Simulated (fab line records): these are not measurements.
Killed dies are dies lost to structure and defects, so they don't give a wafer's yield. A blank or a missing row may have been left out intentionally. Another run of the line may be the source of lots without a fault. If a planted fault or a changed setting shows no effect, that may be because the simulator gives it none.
Which of the tools did it? ; flow ritCmos ; 42 wafers from 14 lots sampled at 2 of the route's 202 steps

== WHAT THE GAUGES SHOWED, per wafer ==
RIT_ACTIVE_THK_MEAS_02. Usual: ACTIVE_OXIDE_THK typically reads 46.6 nm, with standard deviation 0.88.
lot;measured;on;ACTIVE_OXIDE_THK (nm);flag
L485;day 1 17:04;filmMetro-03;46.9 46.2 47.2;
L486;day 2 00:19;filmMetro-02;46.3 47.5 46.4;
L489;day 2 14:12;filmMetro-02;46.8 47.0 47.1;
L491;day 3 01:08;filmMetro-03;45.6 46.0 45.8;
L492;day 3 08:04;filmMetro-03;45.6 45.6 46.0;
L493;day 3 20:16;filmMetro-03;45.2 46.4 45.1;
L494;day 3 20:17;filmMetro-02;45.5 46.4 46.3;
L495;day 3 20:16;filmMetro-01;46.5 46.8 46.2;
L496;day 4 05:14;filmMetro-03;46.9 46.5 47.0;
L497;day 4 05:15;filmMetro-02;46.0 45.9 47.0;
L501;day 5 01:23;filmMetro-01;49.0 48.1 48.6;
L502;day 5 11:23;filmMetro-02;45.8 46.7 46.3;
L504;day 5 16:36;filmMetro-02;41.5 41.6 41.6;OFF
L505;day 5 21:20;filmMetro-03;40.0 40.7 40.7;OFF

== TOOL THAT RAN EACH LOT (tool first, then ch and the chambers of the sampled wafers, then the start) ==
lot;RIT_ACTIVE_OXIDATION_01
L485;furnace-03 ch 0, day 1 15:07
L486;furnace-01 ch 0, day 1 22:21
L489;furnace-01 ch 0, day 2 12:14
L491;furnace-01 ch 0, day 2 23:12
L492;furnace-04 ch 0, day 3 06:08
L493;furnace-04 ch 0, day 3 18:20
L494;furnace-04 ch 0, day 3 18:20
L495;furnace-04 ch 0, day 3 18:20
L496;furnace-03 ch 0, day 4 03:19
L497;furnace-03 ch 0, day 4 03:19
L501;furnace-04 ch 0, day 4 23:28
L502;furnace-01 ch 0, day 5 09:28
L504;furnace-04 ch 0, day 5 14:40
L505;furnace-04 ch 0, day 5 19:24
- RIT_ACTIVE_OXIDATION_01: target thk 46.8 nm, ox time 3360 s.

== AS READ BY THE TOOLS THEMSELVES (means over the sampled wafers that have a number; for cases with no such wafer, the mark the record gives instead) ==
RIT_ACTIVE_OXIDATION_01. Usual: spikeTcCentreC 1002.3 C, standard deviation 1.7; spikeTcLoadC 1026 C, standard deviation 3.1; tubeCenterTempC 1000 C, standard deviation 0.088; tube_center_temp_C_max 1002.6, standard deviation 0.41.
lot;tool;spikeTcCentreC (C);spikeTcLoadC (C);tubeCenterTempC (C);tube_center_temp_C_max;flag
L485;furnace-03;1003.7;1030;1000;1002.5;
L486;furnace-01;1003.8;1022;1000;1002.7;
L489;furnace-01;1002.7;1022;1000;1002.2;
L491;furnace-01;1002.0;1022;1000;1002.2;
L492;furnace-04;1001.0;1028;1000;1002.4;
L493;furnace-04;1000.2;1028;1000;1002.5;
L494;furnace-04;1000.4;1027;1000;1002.4;
L495;furnace-04;1000.2;1026;1000;1002.7;
L496;furnace-03;1002.8;1029;1000;1002.6;
L497;furnace-03;1003.9;1029;1000;1002.4;
L501;furnace-04;1002.0;1027;1000;1002.5;
L502;furnace-01;1002.7;1021;1000;1002.8;
L504;furnace-04;988.7;1014;988;990.9;OFF
L505;furnace-04;988.5;1015;988;990.9;OFF

== THE ANSWER, worked out from the rows above alone ==
Rule: lot off if the mean of its wafers having a number is beyond 3 standard deviations from the usual mean. Also off: a lot with no number at a reading for which 4 or more lots have one. The other lots that the step has rows for count as sound. The gauges are gone through in route order, then the tools' own readings, and for those a lot's mean is taken as printed above. The first step at which some lot is off is used, and at that step the reading that is off furthest; a lot without a number counts as furthest.
Off: at RIT_ACTIVE_THK_MEAS_02 (ACTIVE_OXIDE_THK), L504, L505.
A tool fits if, at a process step before that reading, it ran every lot that is off, and no sound lot after the first of them. The gauges at RIT_ACTIVE_THK_MEAS_02 aren't tried: what is off there is off at RIT_ACTIVE_OXIDATION_01 too, on other tools, and a gauge's error can't cause that. One candidate fits, namely furnace-04 at RIT_ACTIVE_OXIDATION_01. A fault onset in the window from L501 (day 4 23:28, its last sound lot) to L504 (day 5 14:40, its first lot off) fits.
The tool's own readings at RIT_ACTIVE_OXIDATION_01 bear it out: on the lots that are off they differ by more than 5 times the standard deviation of the sound lots' means. spikeTcCentreC reads 988.6 C there against 1002.1 C on the sound lots; tubeCenterTempC reads 988 C there against 1000 C on the sound lots; tube_center_temp_C_max reads 990.9 there against 1002.5 on the sound lots.

== WHAT THE SIMULATOR HAD INSERTED ==
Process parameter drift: furnace-04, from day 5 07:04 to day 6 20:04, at RIT_ACTIVE_OXIDATION_01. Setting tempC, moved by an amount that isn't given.
Lots struck among those shown: L504, L505. The rule given above showed the same thing.
